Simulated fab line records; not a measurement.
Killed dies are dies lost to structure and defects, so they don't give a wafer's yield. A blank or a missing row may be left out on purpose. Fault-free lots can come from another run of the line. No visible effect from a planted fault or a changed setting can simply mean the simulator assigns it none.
Which tool is to blame? | flow berkeley-cmos170 | 14 lots with 42 wafers sampled at 3 steps, on a route of 331 steps

WHAT EACH GAUGE READ, for each wafer
UCB170_M1_RS_MEAS_01: uses a four-point probe to measure. Usual: M1_AL_RS 0.0484 ohm/sq, standard deviation 0.00049.
lot  | measured     | on            | M1_AL_RS (ohm/sq)    | flag
L118 | day 8 00:32  | film-metro-01 | 0.0485 0.0484 0.0484 |
L121 | day 8 07:28  | film-metro-03 | 0.0484 0.0485 0.0486 |
L120 | day 8 09:19  | film-metro-01 | 0.0496 0.0496 0.0491 |
L123 | day 9 08:27  | film-metro-01 | 0.0479 0.0482 0.0480 |
L124 | day 9 08:49  | film-metro-03 | 0.0490 0.0487 0.0488 |
L127 | day 9 18:22  | film-metro-03 | 0.0485 0.0486 0.0488 |
L132 | day 11 03:10 | film-metro-02 | 0.0488 0.0486 0.0478 |
L130 | day 11 03:09 | film-metro-01 | 0.0477 0.0477 0.0482 |
L137 | day 11 20:37 | film-metro-01 | 0.0487 0.0477 0.0478 |
L134 | day 12 01:17 | film-metro-01 | 0.0483 0.0479 0.0482 |
L139 | day 12 09:19 | film-metro-01 | 0.0494 0.0488 0.0488 |
L135 | day 12 09:55 | film-metro-03 | 0.0481 0.0489 0.0485 |
L141 | day 12 21:56 | film-metro-01 | 0.0486 0.0488 0.0489 |
L140 | day 13 12:29 | film-metro-02 | 0.0483 0.0479 0.0480 |

UCB170_M1_THK_MEAS_02: measures by xrf. Usual: M1_AL_THK 608 nm, standard deviation 6.8.
lot  | measured     | on            | M1_AL_THK (nm) | flag
L118 | day 8 00:38  | film-metro-01 | 612 614 616    |
L121 | day 8 07:34  | film-metro-03 | 609 606 605    |
L120 | day 8 09:26  | film-metro-01 | 598 599 605    |
L123 | day 9 08:33  | film-metro-01 | 610 609 608    |
L124 | day 9 08:56  | film-metro-03 | 597 603 599    |
L127 | day 9 18:28  | film-metro-03 | 605 603 603    |
L132 | day 11 03:16 | film-metro-02 | 593 600 604    |
L130 | day 11 03:16 | film-metro-01 | 621 620 614    |
L137 | day 11 20:43 | film-metro-01 | 610 620 622    |
L134 | day 12 01:24 | film-metro-01 | 612 614 612    |
L139 | day 12 09:25 | film-metro-01 | 600 604 604    |
L135 | day 12 10:02 | film-metro-03 | 611 603 607    |
L141 | day 12 22:03 | film-metro-01 | 607 607 606    |
L140 | day 13 12:37 | film-metro-02 | 611 612 609    |

TOOL THAT RAN EACH LOT (tool first, then ch and the chambers of the sampled wafers, then the start)
lot  | UCB170_CONTACT_STRIP_06
L118 | plasma-asher-04 ch 0,1, day 7 21:59
L121 | plasma-asher-02 ch 0,1, day 8 04:57
L120 | plasma-asher-01 ch 0,1, day 8 06:58
L123 | plasma-asher-02 ch 0,1, day 9 06:21
L124 | plasma-asher-04 ch 0,1, day 9 06:26
L127 | plasma-asher-01 ch 0,1, day 9 15:13
L132 | plasma-asher-04 ch 0,1, day 10 23:59
L130 | plasma-asher-01 ch 0,1, day 11 00:07
L137 | plasma-asher-01 ch 0,1, day 11 18:01
L134 | plasma-asher-01 ch 1, day 11 22:49
L139 | plasma-asher-04 ch 0,1, day 12 06:41
L135 | plasma-asher-02 ch 0,1, day 12 06:53
L141 | plasma-asher-04 ch 0,1, day 12 19:46
L140 | plasma-asher-01 ch 0,1, day 13 10:02
- UCB170_CONTACT_STRIP_06: strips in O2.

WHAT THE TOOLS THEMSELVES READ (means of the sampled wafers that have a number; where no wafer has one, the mark that the record gives instead)
UCB170_CONTACT_STRIP_06. Usual: drypump-motor-current-A 5.60 A, standard deviation 0.24; oes-product-au 0.735 a.u., standard deviation 0.0045; strip-time-to-endpoint-s 21.99 s, standard deviation 0.075.
lot  | tool            | drypump-motor-current-A (A) | oes-product-au (a.u.) | strip-time-to-endpoint-s (s) | flag
L118 | plasma-asher-04 | 5.43                        | 0.732                 | 22.10                        |
L121 | plasma-asher-02 | 5.69                        | 0.740                 | 22.14                        |
L120 | plasma-asher-01 | 5.57                        | 0.735                 | 22.00                        |
L123 | plasma-asher-02 | 5.91                        | 0.736                 | 21.89                        |
L124 | plasma-asher-04 | 5.53                        | 0.735                 | 22.02                        |
L127 | plasma-asher-01 | 5.55                        | 0.734                 | 21.97                        |
L132 | plasma-asher-04 | 5.43                        | 0.736                 | 22.02                        |
L130 | plasma-asher-01 | 5.56                        | 0.731                 | 22.03                        |
L137 | plasma-asher-01 | 5.58                        | 0.735                 | 22.02                        |
L134 | plasma-asher-01 | 5.67                        | 0.732                 | 22.04                        |
L139 | plasma-asher-04 | 5.45                        | 0.736                 | 21.99                        |
L135 | plasma-asher-02 | 5.70                        | 0.737                 | 22.00                        |
L141 | plasma-asher-04 | 5.43                        | 0.739                 | 21.97                        |
L140 | plasma-asher-01 | 5.56                        | 0.733                 | 21.94                        |

THE ANSWER, worked out from the rows above alone
Rule: take the mean of a lot's wafers that have a number; if it is more than 3 standard deviations from the usual mean, the lot is off. A lot without any number at a reading at which 4 lots or more have one is off too. All remaining lots with rows at the step are treated as sound. First the gauges in route order, then the tools' own readings, where a lot's mean is used as printed above. At the first step where some lot is off, the reading lying furthest off is the one used; lots without a number count as furthest.
None of the lots is off at any reading shown; this tells nothing.

WHAT THE SIMULATOR HAD INSERTED
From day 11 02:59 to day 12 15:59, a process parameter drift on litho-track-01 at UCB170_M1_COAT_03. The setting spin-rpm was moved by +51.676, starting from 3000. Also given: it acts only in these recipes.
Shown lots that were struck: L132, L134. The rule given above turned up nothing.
